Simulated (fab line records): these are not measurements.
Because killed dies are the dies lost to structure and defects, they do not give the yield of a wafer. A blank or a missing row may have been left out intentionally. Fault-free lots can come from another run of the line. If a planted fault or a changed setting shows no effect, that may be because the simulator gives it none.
2 desks looking at one fault    flow berkeley-cmos170    each desk holds nothing but its own numbers, with what lay behind them at the end

THE METROLOGY DESK
Lot by lot, what the gauges showed, no matter which tool ran the lot: averages of those sampled wafers that carry a number. A lot is out of limits, marked OUT, if its mean lies more than 4 standard deviations from the usual mean; the brackets give that distance.
Columns: A = FIELD_OXIDE_LEFT_1_THK at UCB170_FIELD_THK_MEAS_90, usual 439 nm
lot   first seen here  A
L756  day 5 20:57      428
L755  day 5 20:58      444
L757  day 5 20:58      429
L758  day 5 21:02      439
L760  day 6 13:33      444
L762  day 7 08:17      448
L767  day 7 20:10      433
L768  day 8 14:40      444
L764  day 8 14:42      455
L769  day 8 21:41      440
L773  day 9 11:49      436
L777  day 10 07:07     436
L775  day 10 07:07     436
L774  day 10 07:11     437
L778  day 10 20:58     450
This desk's verdict: no lot among the 15 shows anything out of limits.

DESK OF THE TOOL OWNER: implanter-01
For each lot that ran on this tool, the mean over its sampled wafers that have a number, from the tool's own readings at UCB170_PLDD_IMPLANT_09. A lot is out of limits, marked OUT, if its mean lies more than 4 standard deviations from the usual mean; the brackets give that distance.
Columns: A = beam-energy-keV at UCB170_PLDD_IMPLANT_09, usual 10.000; B = beam-on-s at UCB170_PLDD_IMPLANT_09, usual 9.97 s; C = faraday-current-uA at UCB170_PLDD_IMPLANT_09, usual 159
lot   first seen here  A                B      C
L757  day 7 12:20      9.997            10.06  158
L760  day 8 05:53      9.998            9.86   161
L767  day 9 09:05      9.830 (-55) OUT  9.99   158
L768  day 10 17:36     9.829 (-55) OUT  9.94   159
L769  day 10 23:51     9.829 (-55) OUT  10.07  157
This desk finds L767, L768, L769 out of limits, L767 being first, at day 9 09:05 (beam-energy-keV at UCB170_PLDD_IMPLANT_09). Within limits: L757, L760.

ALL TOGETHER
An alarm could have come from the tool owner's desk at day 9 09:05, on L767, L768, L769.
Metrology desk: nothing out of limits seen.
The metrology desk has L767, L768, L769 on record, within its limits.
The lots listed all ran UCB170_PLDD_IMPLANT_09 on implanter-01.

WHAT WAS PUT IN BY THE SIMULATOR
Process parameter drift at UCB170_PLDD_IMPLANT_09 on implanter-01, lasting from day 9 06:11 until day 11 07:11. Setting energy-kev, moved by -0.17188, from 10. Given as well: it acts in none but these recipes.
Struck lots among those shown: L767, L768, L769.
How many hours passed from the start of the fault until each desk's first out-of-limits reading: the tool owner's desk, 3.
